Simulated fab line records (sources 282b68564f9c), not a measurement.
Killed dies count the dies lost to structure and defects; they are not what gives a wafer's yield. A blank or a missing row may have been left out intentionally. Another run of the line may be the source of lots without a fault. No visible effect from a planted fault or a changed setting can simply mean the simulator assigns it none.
Struck lot and sound lot, side by side | flow rit_cmos | 15 out of 202 route steps
Sound: these wafers, L442.2, L442.5, L442.6. Struck: wafers L447.2, L447.3, L447.4. The cause is given at the end.
Each step with rows lists, per side, the tool, then ch with its chambers, then its first start. Under that, the readings that differ: sound wafers | struck wafers | difference of the means | sigmas: that difference in standard deviations of wafers without a fault.
alike: same words and numbers on both sides, and readings whose means sit less than 2 such deviations apart. not compared: any withheld reading, any reading some wafer has no value for, any bound like >300 that may hide the same value, and any number with overlapping values for which the record gives no deviation.
A row with sigmas, a row that says differs or no value, or rows on one side alone: a step with any of these is where the two part. Non-overlapping numbers with no deviation appear without sigmas and do not part them. A reading that every wafer of one side lacks parts them only if that side has two wafers or more.

first, 4 steps without rows for these wafers: RIT_GATE_SOFTBAKE_12 (time 60 s); RIT_GATE_EXPOSE_13 (exposes mask M6, target cd 150 nm); RIT_GATE_PEB_14; RIT_GATE_DEVELOP_15 (develop time 50 s).
RIT_GATE_CD_MEAS_16: target cd 150 nm.
  struck on cd_sem-01, day 6 03:49; sound on cd_sem-02, day 4 21:43
  alike: cd_nm
RIT_GATE_OVL_MEAS_17:
  struck on overlay-01, day 6 03:55; sound on overlay-02, day 4 21:49
  alike: GATE_OVL
then, 1 step without rows for these wafers: RIT_GATE_HARDBAKE_18 (time 60 s).
RIT_GATE_ETCH_19: etches poly-Si in SF6/CHF3/O2, stops on SiO2, time 165 s, target depth 312.5 nm.
  sound on rie_si-02 ch 0,1,3, day 4 22:00; struck on rie_si-02 ch 0,1,2, day 6 04:24
  alike: drypump_motor_current_A, oes_product_au, throttle_valve_pct
  not compared: rf_hours_counter_h
RIT_GATE_STRIP_20: strips in O2, time 180 s.
  sound on plasma_asher-01 ch 0,1, day 4 22:07; struck on plasma_asher-04 ch 0,1, day 6 04:31
  alike: drypump_motor_current_A
  not compared: rf_hours_counter_h
RIT_GATE_CD_MEAS_90: target cd 150 nm.
  struck on cd_sem-02, day 6 04:42; sound on cd_sem-01, day 4 22:19
  alike: cd_nm
then, 2 steps without rows for these wafers: RIT_REOX_CLEAN_00 (cleans in SC1, time 600 s); RIT_REOX_CLEAN_01 (cleans in dHF, time 30 s).
RIT_REOX_CLEAN_02: cleans in SC2, time 600 s.
  sound on wet_bench-01 ch 0, day 4 22:36; struck on wet_bench-04 ch 3, day 6 05:13
  reading          | sound       | struck      | difference | sigmas
  run_length_s (s) | 626 626 626 | 521 521 521 | -105       | -26
then, 1 step without rows for these wafers: RIT_REOX_OXIDATION_03 (target thk 25.2 nm, ox time 5580 s).
RIT_M1_PROBE_99:
  struck on prober-01, day 7 04:43; sound on prober-01, day 6 08:19
  alike: killed_at_contacts, killed_at_front_end, killed_dies, killed_open, killed_short

== WHERE THEY PART ==
Only at RIT_REOX_CLEAN_02, as far as this record shows. Later steps at which nothing parts them and some readings are alike: RIT_M1_PROBE_99.

WHY: what had been put in by the simulator
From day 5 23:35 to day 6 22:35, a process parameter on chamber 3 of wet_bench-04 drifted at RIT_REOX_CLEAN_02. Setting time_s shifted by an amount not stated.
